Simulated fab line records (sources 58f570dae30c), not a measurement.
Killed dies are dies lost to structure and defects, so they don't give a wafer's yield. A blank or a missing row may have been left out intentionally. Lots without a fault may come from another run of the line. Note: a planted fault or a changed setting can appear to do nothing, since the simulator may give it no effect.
fab line records	flow berkeley-cmos170
record: lots: 5	wafers: 23
route steps=331 shown NWELL@21 PWELL@39 ACTIVE@65 FIELD@90 NVT@111 GATE@125 NSD@191
start-h: start of the lot's first displayed wafer, in hours after the record's first day	wait-h: hours elapsed since this lot's preceding step	" repeats the value in the row above	L1.1+2: a row that stands for several wafers	- no value, or no start was given	* or withheld: withheld	< > ~ a bound
route shown NAME@n: NAME is a module with steps in the file, n the number in the route of the first one	usual: average and standard deviation across the fault-free wafers	same: alike in all rows	chamber/n: place in a boat	sites: readings site by site	_std_site: the standard deviation of these	_edge_site: inner sites' mean taken away from outer sites' mean	radius-mm: how far each site lies from the wafer's centre	mask NAME#n: copy n	behind: the last tool/chamber to shape the wafer	hold: the reason the lot was held/the length of the hold in hours/how it ended	device: the transistor (n, p or np) that didn't switch	end of line: tests of these same wafers at the route's end	a step with no rows: only its recipe	killed: count of dies lost to structure and defects at first sort (not the wafer's yield)	map: a wafer's dies, marking killed ones x, the rest . and places with no die _
set.NAME: the setting as run; set.NAME@STEP: as run at that earlier step	model.NAME: the simulator's own value behind a step, which no gauge read
lots whose settings were changed on purpose; a table a step, a row a wafer
== steps ==
step: UCB170_NWELL_COAT_07
recipe: resist: KrF	spin-rpm: 1500	resist-thk-nm: 900
lot.wafer	tool	chamber	start-h	wait-h	set.spin-rpm	model.KrF_of_NWELL_COAT_07.thk-nm
L076.2	litho-track-03	0	40.85	0.1	1451	913.1
L076.3	"	0	"	"	1500	898.5
L076.4	"	0	"	"	1500	898.2
L076.5	"	0	"	"	1500	899.8
L076.6	"	0	"	"	1451	915.5
L079.2	litho-track-02	0	55.56	0.1	1404	927.8
L079.3	"	0	"	"	1404	931.6
L079.4	"	0	"	"	1500	900.9
L079.5	"	0	"	"	1500	900.2
L079.6	"	0	"	"	1500	897.9
L082.1	litho-track-03	0	69.71	0.1	1500	900.6
L082.3	"	0	"	"	1597	875.1
L082.4	"	0	"	"	1597	872.2
L082.5	"	0	"	"	1500	901.9
L082.6	"	0	"	"	1500	900.4
L083.1	litho-track-02	0	76.56	0.1	1442	920.6
L083.2	"	0	"	"	1442	917.9
L083.3	"	0	"	"	1500	903.8
L083.4	"	0	"	"	1442	921.1
L083.5	"	0	"	"	1500	901.7
L085.2	litho-track-04	0	83.00	0.1	1500	900.5
L085.3	"	0	"	"	1500	900.1
L085.4	"	0	"	"	1500	901.9
step: UCB170_NWELL_ETCH_13
recipe: chemistry: CH3F/Ar/O2	target: Si3N4	stop-on: SiO2	CH3F_flow_sccm: 20	Ar_flow_sccm: 50	O2_flow_sccm: 7	pressure-mtorr: 50	rf-w: 450	target-depth-a: 2464	over-etch-frac: 0.1	time-s: 154
lot.wafer	tool	chamber	start-h	wait-h	set.over-etch-frac	set.spin-rpm@NWELL_COAT_07	model.KrF_of_NWELL_COAT_07.thk-nm
L076.2	rie-diel-03	2	41.68	0.0	0.1	1451	735.1
L076.3	"	1	"	"	0.1	1500	718.9
L076.4	"	0	"	"	0.1	1500	717.7
L076.5	"	3	"	"	0.1	1500	719.2
L076.6	"	0	"	"	0.1	1451	736.6
L079.2	rie-diel-01	3	56.28	0.0	0.1	1404	751.3
L079.3	"	2	"	"	0.1	1404	756.7
L079.4	"	0	"	"	0.1137	1500	722.1
L079.5	"	0	"	"	0.1137	1500	721.3
L079.6	"	1	"	"	0.1	1500	720.8
L082.1	rie-diel-01	3	70.56	0.0	0.07779	1500	726
L082.3	"	2	"	"	0.1	1597	698.3
L082.4	"	0	"	"	0.07779	1597	694.9
L082.5	"	1	"	"	0.07779	1500	725.4
L082.6	"	2	"	"	0.1	1500	722.3
L083.1	rie-diel-01	1	77.28	0.0	0.1	1442	741.5
L083.2	"	2	"	"	0.1	1442	739.6
L083.3	"	0	"	"	0.1	1500	724.1
L083.4	"	3	"	"	0.1	1442	742.7
L083.5	"	1	"	"	0.1	1500	723.4
L085.2	rie-diel-03	0	83.78	0.0	0.1	1500	721.4
L085.3	"	3	"	"	0.1	1500	721.5
L085.4	"	2	"	"	0.1	1500	724.4
step: UCB170_NWELL_IMPLANT_14
recipe: species: P	dose-cm2: 1e+13	energy-kev: 150	tilt-deg: 7
step: UCB170_NWELL_STRIP_15
recipe: chemistry: O2	power-w: 400	pressure-mtorr: 3500	platen-temp-c: withheld	o2-flow-sccm: 400	overash-fraction: 0.5
usual: strip-time-to-endpoint-s: 18.03/0.061
lot.wafer	tool	chamber	start-h	wait-h	set.spin-rpm@NWELL_COAT_07	strip-time-to-endpoint-s
L076.2	plasma-asher-03	1	41.93	0.1	1451	18.34
L076.3	"	1	"	"	1500	17.98
L076.4	"	0	"	"	1500	17.93
L076.5	"	1	"	"	1500	17.97
L076.6	"	0	"	"	1451	18.37
L079.2	plasma-asher-03	0	56.54	0.1	1404	18.72
L079.3	"	0	"	"	1404	18.84
L079.4	"	1	"	"	1500	18.01
L079.5	"	1	"	"	1500	18.01
L079.6	"	0	"	"	1500	17.99
L082.1	plasma-asher-02	0	70.81	0.1	1500	18.13
L082.3	"	0	"	"	1597	17.47
L082.4	"	1	"	"	1597	17.36
L082.5	"	1	"	"	1500	18.12
L082.6	"	0	"	"	1500	18.02
L083.1	plasma-asher-03	1	77.54	0.1	1442	18.52
L083.2	"	0	"	"	1442	18.43
L083.3	"	1	"	"	1500	18.08
L083.4	"	0	"	"	1442	18.52
L083.5	"	1	"	"	1500	18.04
L085.2	plasma-asher-02	0	84.03	0.1	1500	18.02
L085.3	"	1	"	"	1500	18.02
L085.4	"	0	"	"	1500	18.09
step: UCB170_PWELL_CVD_05
recipe: material: Si3N4	target-thk-nm: 220	temp-c: 800	precursor: SiH2Cl2/NH3	time-s: 3300	pressure-mtorr: 200	sih2cl2-flow-sccm: 25	nh3-flow-sccm: 75
lot.wafer	tool	chamber	start-h	wait-h	set.pressure-mtorr	model.Si3N4_of_PWELL_CVD_05.thk-nm
L076.2	-	-	-	0.0	173.8	214.8
L076.3	"	-	"	"	173.8	215.7
L076.4	"	-	"	"	173.8	215
L076.5	"	-	"	"	173.8	215.2
L076.6	"	-	"	"	173.8	214.1
L079.2	-	-	-	0.0	184.6	216.2
L079.3	"	-	"	"	184.6	214.6
L079.4	"	-	"	"	184.6	216.3
L079.5	"	-	"	"	184.6	215.9
L079.6	"	-	"	"	184.6	216.9
L082.1	-	-	-	0.0	183	214.1
L082.3	"	-	"	"	183	214.4
L082.4	"	-	"	"	183	216.4
L082.5	"	-	"	"	183	216.3
L082.6	"	-	"	"	183	214.5
L083.1	-	-	-	0.7	212.7	222.8
L083.2+4	"	-	"	"	212.7	224
L083.3	"	-	"	"	212.7	222
L083.5	"	-	"	"	212.7	224.6
L085.2	lpcvd-02	0	97.19	0.9	200	217.6
L085.3	"	0	"	"	200	219.1
L085.4	"	0	"	"	200	218.3
step: UCB170_PWELL_ETCH_14
recipe: chemistry: CH3F/Ar/O2	target: Si3N4	stop-on: SiO2	CH3F_flow_sccm: 20	Ar_flow_sccm: 50	O2_flow_sccm: 7	pressure-mtorr: 50	rf-w: 450	target-depth-a: 2420	over-etch-frac: 0.1	time-s: 151
lot.wafer	tool	chamber	start-h	wait-h	set.time-s	model.KrF_of_PWELL_COAT_08.thk-nm
L076.2	rie-diel-03	0	57.62	0.0	136.2	736.3
L076.3	"	2	"	"	151	723.7
L076.4	"	3	"	"	151	722.3
L076.5	"	2	"	"	136.2	739.2
L076.6	"	3	"	"	151	722.2
L079.2	rie-diel-04	3	70.20	0.0	135	738.9
L079.3	"	2	"	"	151	718.5
L079.4	"	1	"	"	151	720.6
L079.5	"	1	"	"	151	723.4
L079.6	"	2	"	"	135	734.2
L082.1	rie-diel-01	3	88.32	0.0	136.4	746
L082.3	"	2	"	"	151	733.3
L082.4	"	0	"	"	136.4	745.1
L082.5	"	1	"	"	151	731.7
L082.6	"	2	"	"	136.4	748.1
L083.1	rie-diel-03	2	94.33	0.0	161.3	713.8
L083.2	"	0	"	"	161.3	710.8
L083.3	"	3	"	"	151	723.9
L083.4	"	2	"	"	151	720
L083.5	"	3	"	"	161.3	712.2
L085.2	rie-diel-01	1	100.05	0.0	151	725.4
L085.3	"	2	"	"	151	728.7
L085.4	"	3	"	"	151	730.1
step: UCB170_PWELL_IMPLANT_15
recipe: species: B	dose-cm2: 4.9e+12	energy-kev: 60	tilt-deg: 7
step: UCB170_PWELL_STRIP_16
recipe: chemistry: O2	power-w: 400	pressure-mtorr: 3500	platen-temp-c: withheld	o2-flow-sccm: 400	overash-fraction: 0.5
usual: strip-time-to-endpoint-s: 18.08/0.091
lot.wafer	tool	chamber	start-h	wait-h	set.time-s@PWELL_ETCH_14	strip-time-to-endpoint-s
L076.2	plasma-asher-01	1	57.87	0.1	136.2	18.37
L076.3	"	0	"	"	151	18.06
L076.4	"	1	"	"	151	18.02
L076.5	"	1	"	"	136.2	18.43
L076.6	"	0	"	"	151	18.02
L079.2	plasma-asher-03	0	70.45	0.1	135	18.43
L079.3	"	0	"	"	151	17.92
L079.4	"	1	"	"	151	17.98
L079.5	"	0	"	"	151	18.05
L079.6	"	1	"	"	135	18.34
L082.1	plasma-asher-04	0	88.57	0.1	136.4	18.59
L082.3	"	1	"	"	151	18.30
L082.4	"	0	"	"	136.4	18.59
L082.5	"	1	"	"	151	18.24
L082.6	"	0	"	"	136.4	18.64
L083.1	plasma-asher-04	0	94.59	0.1	161.3	17.84
L083.2	"	1	"	"	161.3	17.77
L083.3	"	1	"	"	151	18.06
L083.4	"	0	"	"	151	17.98
L083.5	"	1	"	"	161.3	17.80
L085.2	plasma-asher-01	1	100.30	0.1	151	18.10
L085.3	"	0	"	"	151	18.18
L085.4	"	1	"	"	151	18.21
step: UCB170_ACTIVE_CVD_05
recipe: material: Si3N4	target-thk-nm: 220	temp-c: 800	precursor: SiH2Cl2/NH3	time-s: 3300	pressure-mtorr: 200	sih2cl2-flow-sccm: 25	nh3-flow-sccm: 75
lot.wafer	tool	chamber	start-h	wait-h	set.temp-c	model.Si3N4_of_ACTIVE_CVD_05.thk-nm
L076.2+4	-	-	-	0.0	814.9	289.2
L076.3	"	-	"	"	814.9	290.1
L076.5	"	-	"	"	814.9	290.3
L076.6	"	-	"	"	814.9	288.7
L079.2	-	-	-	1.4	778.8	150.2
L079.3	"	-	"	"	778.8	152.2
L079.4	"	-	"	"	778.8	151.9
L079.5	"	-	"	"	778.8	150.1
L079.6	"	-	"	"	778.8	149
L082.1	-	-	-	0.0	784.3	165.9
L082.3	"	-	"	"	784.3	168.1
L082.4	"	-	"	"	784.3	166.2
L082.5	"	-	"	"	784.3	168.8
L082.6	"	-	"	"	784.3	166.3
L083.1	-	-	-	0.0	789.8	182.5
L083.2	"	-	"	"	789.8	183.1
L083.3	"	-	"	"	789.8	185
L083.4	"	-	"	"	789.8	182.6
L083.5	"	-	"	"	789.8	184.3
L085.2	lpcvd-02	1	125.29	0.0	800	219.4
L085.3	"	1	"	"	800	220.9
L085.4	"	1	"	"	800	220
step: UCB170_ACTIVE_THK_MEAS_06
recipe: reads: Si3N4_of_ACTIVE_CVD_05
usual: ACTIVE_NITRIDE_THK: 220.6/1.7
lot.wafer	tool	chamber	start-h	wait-h	set.temp-c@ACTIVE_CVD_05	ACTIVE_NITRIDE_THK[nm]
L076.2	film-metro-04	-	-	-	814.9	289.2
L076.3	"	-	"	"	814.9	290.2
L076.4	"	-	"	"	814.9	289.1
L076.5	"	-	"	"	814.9	290.3
L076.6	"	-	"	"	814.9	288.7
L079.2	film-metro-04	-	-	-	778.8	150.3
L079.3	"	-	"	"	778.8	152.4
L079.4	"	-	"	"	778.8	152.0
L079.5	"	-	"	"	778.8	150.2
L079.6	"	-	"	"	778.8	148.9
L082.1	film-metro-04	-	-	-	784.3	165.9
L082.3	"	-	"	"	784.3	167.9
L082.4	"	-	"	"	784.3	166.2
L082.5	"	-	"	"	784.3	168.7
L082.6	"	-	"	"	784.3	166.3
L083.1	film-metro-04	-	-	-	789.8	182.3
L083.2	"	-	"	"	789.8	183.2
L083.3	"	-	"	"	789.8	185.0
L083.4	"	-	"	"	789.8	182.6
L083.5	"	-	"	"	789.8	184.4
L085.2	film-metro-04	-	127.22	0.0	800	219.5
L085.3	"	-	"	"	800	220.9
L085.4	"	-	"	"	800	220.0
step: UCB170_FIELD_OXIDATION_01
recipe: temp-c: 1000	ambient: H2O	p-h2o-torr: 584.62	target-thk-a: 5583	ox-time-s: 7200
lot.wafer	tool	chamber	start-h	wait-h	set.temp-c	model.SiO2_of_FIELD_OXIDATION_01.thk-nm
L076.2	-	-	-	3.3	1019	611.4
L076.3	"	-	"	"	1019	615.3
L076.4	"	-	"	"	1019	624.6
L076.5	"	-	"	"	1019	628.4
L076.6	"	-	"	"	1019	621.6
L079.2	-	-	-	3.5	978.6	473.6
L079.3	"	-	"	"	978.6	473.5
L079.4	"	-	"	"	978.6	478.4
L079.5	"	-	"	"	978.6	483.4
L079.6	"	-	"	"	978.6	483.2
L082.1	-	-	-	1.3	1025	657.3
L082.3	"	-	"	"	1025	665
L082.4	"	-	"	"	1025	659.6
L082.5	"	-	"	"	1025	658.7
L082.6	"	-	"	"	1025	658.9
L083.1	-	-	-	2.6	1020	619.8
L083.2	"	-	"	"	1020	626.5
L083.3	"	-	"	"	1020	628.2
L083.4	"	-	"	"	1020	630
L083.5	"	-	"	"	1020	622.1
L085.2	furnace-01	0	133.63	2.3	1000	569.2
L085.3	"	0	"	"	1000	570.6
L085.4	"	0	"	"	1000	559.9
step: UCB170_FIELD_THK_MEAS_02
recipe: reads: SiO2_of_FIELD_OXIDATION_01
usual: FIELD_OXIDE_THK: 558/8.8
lot.wafer	tool	chamber	start-h	wait-h	set.temp-c@FIELD_OXIDATION_01	FIELD_OXIDE_THK[nm]
L076.2	film-metro-02	-	-	-	1019	611
L076.3	"	-	"	"	1019	615
L076.4	"	-	"	"	1019	625
L076.5	"	-	"	"	1019	629
L076.6	"	-	"	"	1019	622
L079.2	film-metro-02	-	-	-	978.6	474
L079.3	"	-	"	"	978.6	473
L079.4	"	-	"	"	978.6	478
L079.5	"	-	"	"	978.6	483
L079.6	"	-	"	"	978.6	483
L082.1	film-metro-02	-	-	-	1025	658
L082.3	"	-	"	"	1025	665
L082.4	"	-	"	"	1025	659
L082.5	"	-	"	"	1025	659
L082.6	"	-	"	"	1025	659
L083.1	film-metro-02	-	-	-	1020	620
L083.2	"	-	"	"	1020	626
L083.3	"	-	"	"	1020	628
L083.4	"	-	"	"	1020	630
L083.5	"	-	"	"	1020	622
L085.2	film-metro-01	-	136.64	0.0	1000	569
L085.3	"	-	"	"	1000	571
L085.4	"	-	"	"	1000	560
step: UCB170_FIELD_ANNEAL_03
recipe: temp-c: 1000	time-s: 1200	ambient: N2
step: UCB170_FIELD_WET_ETCH_04
recipe: chemistry: dHF	dilution: 10:1	target: SiO2	temp-c: 25	time-s: 60
step: UCB170_FIELD_WET_ETCH_05
recipe: chemistry: H3PO4	target: Si3N4	temp-c: 160	time-s: 12600
step: UCB170_FIELD_WET_ETCH_06
recipe: chemistry: BOE	dilution: 5:1	target: SiO2	temp-c: 25	time-s: 22
step: UCB170_FIELD_THK_MEAS_90
recipe: reads: SiO2_of_FIELD_OXIDATION_01
usual: FIELD_OXIDE_LEFT_1_THK: 441/9.3
lot.wafer	tool	chamber	start-h	wait-h	set.temp-c@FIELD_OXIDATION_01	FIELD_OXIDE_LEFT_1_THK[nm]
L076.2	film-metro-01	-	102.97	0.0	1019	494
L076.3	"	-	"	"	1019	498
L076.4	"	-	"	"	1019	507
L076.5	"	-	"	"	1019	511
L076.6	"	-	"	"	1019	505
L079.2	film-metro-02	-	112.54	0.0	978.6	359
L079.3	"	-	"	"	978.6	358
L079.4	"	-	"	"	978.6	363
L079.5	"	-	"	"	978.6	367
L079.6	"	-	"	"	978.6	368
L082.1	film-metro-01	-	136.16	0.0	1025	543
L082.3	"	-	"	"	1025	550
L082.4	"	-	"	"	1025	545
L082.5	"	-	"	"	1025	544
L082.6	"	-	"	"	1025	545
L083.1	film-metro-03	-	143.52	0.0	1020	504
L083.2	"	-	"	"	1020	511
L083.3	"	-	"	"	1020	512
L083.4	"	-	"	"	1020	514
L083.5	"	-	"	"	1020	506
L085.2	film-metro-02	-	143.53	0.0	1000	453
L085.3	"	-	"	"	1000	454
L085.4	"	-	"	"	1000	444
step: UCB170_NVT_IMPLANT_07
recipe: species: BF2	dose-cm2: 3e+12	energy-kev: 50	tilt-deg: 7
lot.wafer	tool	chamber	start-h	wait-h	set.energy-kev	model.implant.rp-nm	model.implant.drp-nm
L076.2+4	implanter-04	0	124.16	0.0	47.46	34.79	17.89
L076.3+5+6	"	0	"	"	50	36.63	18.57
L079.2+3+4+5+6	implanter-03	0	128.54	0.0	50	36.88	18.57
L082.1+3+5	implanter-03	0	156.77	0.0	48.55	36.97	18.18
L082.4+6	"	0	"	"	50	38.06	18.57
L083.1+3+4	implanter-02	0	164.62	0.0	50	36.9	18.57
L083.2+5	"	0	"	"	52.71	38.88	19.29
L085.2+3+4	implanter-03	0	164.88	0.0	50	37.72	18.57
step: UCB170_NVT_STRIP_08
recipe: chemistry: O2	power-w: 400	pressure-mtorr: 3500	platen-temp-c: withheld	o2-flow-sccm: 400	overash-fraction: 0.5
step: UCB170_GATE_WET_ETCH_00
recipe: chemistry: dHF	dilution: 25:1	target: SiO2	temp-c: 25	time-s: 200
step: UCB170_FIELD_THK_MEAS_91
recipe: reads: SiO2_of_FIELD_OXIDATION_01
usual: FIELD_OXIDE_LEFT_2_THK: 353/9.4
lot.wafer	tool	chamber	start-h	wait-h	set.temp-c@FIELD_OXIDATION_01	FIELD_OXIDE_LEFT_2_THK[nm]
L076.2	film-metro-01	-	-	-	1019	403
L076.3	"	-	"	"	1019	406
L076.4	"	-	"	"	1019	416
L076.5	"	-	"	"	1019	419
L076.6	"	-	"	"	1019	413
L079.2	film-metro-01	-	-	-	978.6	272
L079.3	"	-	"	"	978.6	272
L079.4	"	-	"	"	978.6	277
L079.5	"	-	"	"	978.6	282
L079.6	"	-	"	"	978.6	282
L082.1	film-metro-01	-	-	-	1025	457
L082.3	"	-	"	"	1025	464
L082.4	"	-	"	"	1025	459
L082.5	"	-	"	"	1025	459
L082.6	"	-	"	"	1025	459
L083.1	film-metro-03	-	-	-	1020	417
L083.2	"	-	"	"	1020	423
L083.3	"	-	"	"	1020	425
L083.4	"	-	"	"	1020	427
L083.5	"	-	"	"	1020	419
L085.2	film-metro-02	-	166.74	0.0	1000	365
L085.3	"	-	"	"	1000	366
L085.4	"	-	"	"	1000	356
step: UCB170_NSD_PEB_04
recipe: peb-temp-c: 130	peb-time-s: withheld	resist: KrF
lot.wafer	tool	chamber	start-h	wait-h	set.peb-temp-c
L076.2+6	litho-track-03	0	149.92	0.1	132.4
L076.3+4+5	"	0	"	"	130
L079.2+3+4+5+6	litho-track-02	0	160.47	0.1	130
L082.1+4+5	litho-track-02	0	190.68	0.1	130
L082.3+6	"	0	"	"	131
L083.1+2+4	litho-track-01	0	193.32	0.1	130
L083.3+5	"	0	"	"	128.9
L085.2+3+4	litho-track-03	0	193.59	0.1	130
step: UCB170_NSD_DEVELOP_05
recipe: developer: TMAH	develop-time-s: 45	resist: KrF	dev-temp-c: 21
step: UCB170_NSD_CD_MEAS_06
recipe: target-cd-nm: 1200
usual: cd-nm: 1199.4/1.4
lot.wafer	tool	chamber	start-h	wait-h	set.peb-temp-c@NSD_PEB_04	cd-nm
L076.2	cd-sem-02	-	150.19	-	132.4	1213.1
L076.3	"	-	"	"	130	1198.7
L076.4	"	-	"	"	130	1199.2
L076.5	"	-	"	"	130	1199.4
L076.6	"	-	"	"	132.4	1212.7
L079.2	cd-sem-01	-	160.74	-	130	1200.1
L079.3	"	-	"	"	130	1200.9
L079.4	"	-	"	"	130	1199.9
L079.5	"	-	"	"	130	1200.7
L079.6	"	-	"	"	130	1200.7
L082.1	cd-sem-01	-	190.96	-	130	1198.4
L082.3	"	-	"	"	131	1204.8
L082.4	"	-	"	"	130	1199.0
L082.5	"	-	"	"	130	1199.0
L082.6	"	-	"	"	131	1204.0
L083.1	cd-sem-02	-	193.60	-	130	1201.3
L083.2	"	-	"	"	130	1200.8
L083.3	"	-	"	"	128.9	1194.1
L083.4	"	-	"	"	130	1200.8
L083.5	"	-	"	"	128.9	1193.1
L085.2	cd-sem-01	-	193.86	-	130	1199.8
L085.3	"	-	"	"	130	1198.3
L085.4	"	-	"	"	130	1198.9
step: UCB170_NSD_STRIP_09
recipe: chemistry: O2	power-w: 400	pressure-mtorr: 3500	platen-temp-c: withheld	o2-flow-sccm: 400	overash-fraction: 0.5
usual: oes-product-au: 0.534/0.0046	strip-time-to-endpoint-s: 35.79/0.068
lot.wafer	tool	chamber	start-h	wait-h	set.power-w	oes-product-au	strip-time-to-endpoint-s
L076.2	plasma-asher-02	0	150.48	0.1	400	0.528	35.91
L076.3	"	1	"	"	400	0.529	35.87
L076.4	"	0	"	"	400	0.528	35.86
L076.5	"	1	"	"	446.4	0.557	33.07
L076.6	"	0	"	"	446.4	0.563	33.04
L079.2	plasma-asher-03	0	161.02	0.1	400	0.538	35.84
L079.3	"	0	"	"	400	0.527	35.88
L079.4	"	1	"	"	400	0.534	35.80
L079.5	"	1	"	"	400	0.537	35.84
L079.6	"	0	"	"	400	0.531	35.84
L082.1	plasma-asher-03	1	191.26	0.1	400	0.536	35.83
L082.3	"	1	"	"	378.2	0.517	37.33
L082.4	"	0	"	"	400	0.533	35.85
L082.5	"	1	"	"	378.2	0.532	37.42
L082.6	"	0	"	"	378.2	0.529	37.41
L083.1	plasma-asher-04	1	193.91	0.1	400	0.526	35.67
L083.2	"	0	"	"	400	0.534	35.72
L083.3	"	1	"	"	400	0.531	35.69
L083.4	"	0	"	"	400	0.534	35.64
L083.5	"	0	"	"	400	0.537	35.77
L085.2	plasma-asher-02	1	194.15	0.1	400	0.531	35.63
L085.3	"	1	"	"	400	0.539	35.71
L085.4	"	0	"	"	400	0.538	35.71
== key ==
split: step: UCB170_NWELL_COAT_07	setting: spin-rpm	stated: 1500	by: wafer
response: step: UCB170_NWELL_COAT_07	reading: model.KrF_of_NWELL_COAT_07.thk-nm	change: -4.48	per: 1%	r: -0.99
response: step: UCB170_NWELL_ETCH_13	reading: model.KrF_of_NWELL_COAT_07.thk-nm	change: -4.74	per: 1%	r: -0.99
response: step: UCB170_NWELL_STRIP_15	reading: strip-time-to-endpoint-s	change: *	per: 1%	r: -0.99
split: step: UCB170_NWELL_ETCH_13	setting: over-etch-frac	stated: 0.1	by: wafer
response none clear
split: step: UCB170_PWELL_CVD_05	setting: pressure-mtorr	stated: 200	by: lot
response: step: UCB170_PWELL_CVD_05	reading: model.Si3N4_of_PWELL_CVD_05.thk-nm	change: +0.45	per: 1%	r: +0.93
split: step: UCB170_PWELL_ETCH_14	setting: time-s	stated: 151	by: wafer
response: step: UCB170_PWELL_ETCH_14	reading: model.KrF_of_PWELL_COAT_08.thk-nm	change: -1.48	per: 1%	r: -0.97
response: step: UCB170_PWELL_STRIP_16	reading: strip-time-to-endpoint-s	change: *	per: 1%	r: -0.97
split: step: UCB170_ACTIVE_CVD_05	setting: temp-c	stated: 800	by: lot
response: step: UCB170_ACTIVE_CVD_05	reading: model.Si3N4_of_ACTIVE_CVD_05.thk-nm	change: +31	per: 1%	r: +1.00
response: step: UCB170_ACTIVE_THK_MEAS_06	reading: ACTIVE_NITRIDE_THK	change: +31	per: 1%	r: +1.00
split: step: UCB170_FIELD_OXIDATION_01	setting: temp-c	stated: 1000	by: lot
response: step: UCB170_FIELD_OXIDATION_01	reading: model.SiO2_of_FIELD_OXIDATION_01.thk-nm	change: +36.7	per: 1%	r: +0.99
response: step: UCB170_FIELD_THK_MEAS_02	reading: FIELD_OXIDE_THK	change: +36.8	per: 1%	r: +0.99
response: step: UCB170_FIELD_THK_MEAS_90	reading: FIELD_OXIDE_LEFT_1_THK	change: +36.7	per: 1%	r: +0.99
response: step: UCB170_FIELD_THK_MEAS_91	reading: FIELD_OXIDE_LEFT_2_THK	change: +36.3	per: 1%	r: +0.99
split: step: UCB170_NVT_IMPLANT_07	setting: energy-kev	stated: 50	by: wafer
response: step: UCB170_NVT_IMPLANT_07	reading: model.implant.rp-nm	change: +0.365	per: 1%	r: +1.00
response: step: UCB170_NVT_IMPLANT_07	reading: model.implant.drp-nm	change: +0.134	per: 1%	r: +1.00
split: step: UCB170_NSD_PEB_04	setting: peb-temp-c	stated: 130	by: wafer
response: step: UCB170_NSD_CD_MEAS_06	reading: cd-nm	change: +7.65	per: 1%	r: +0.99
split: step: UCB170_NSD_STRIP_09	setting: power-w	stated: 400	by: wafer
response: step: UCB170_NSD_STRIP_09	reading: oes-product-au	change: +0.00252	per: 1%	r: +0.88
response: step: UCB170_NSD_STRIP_09	reading: strip-time-to-endpoint-s	change: *	per: 1%	r: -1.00
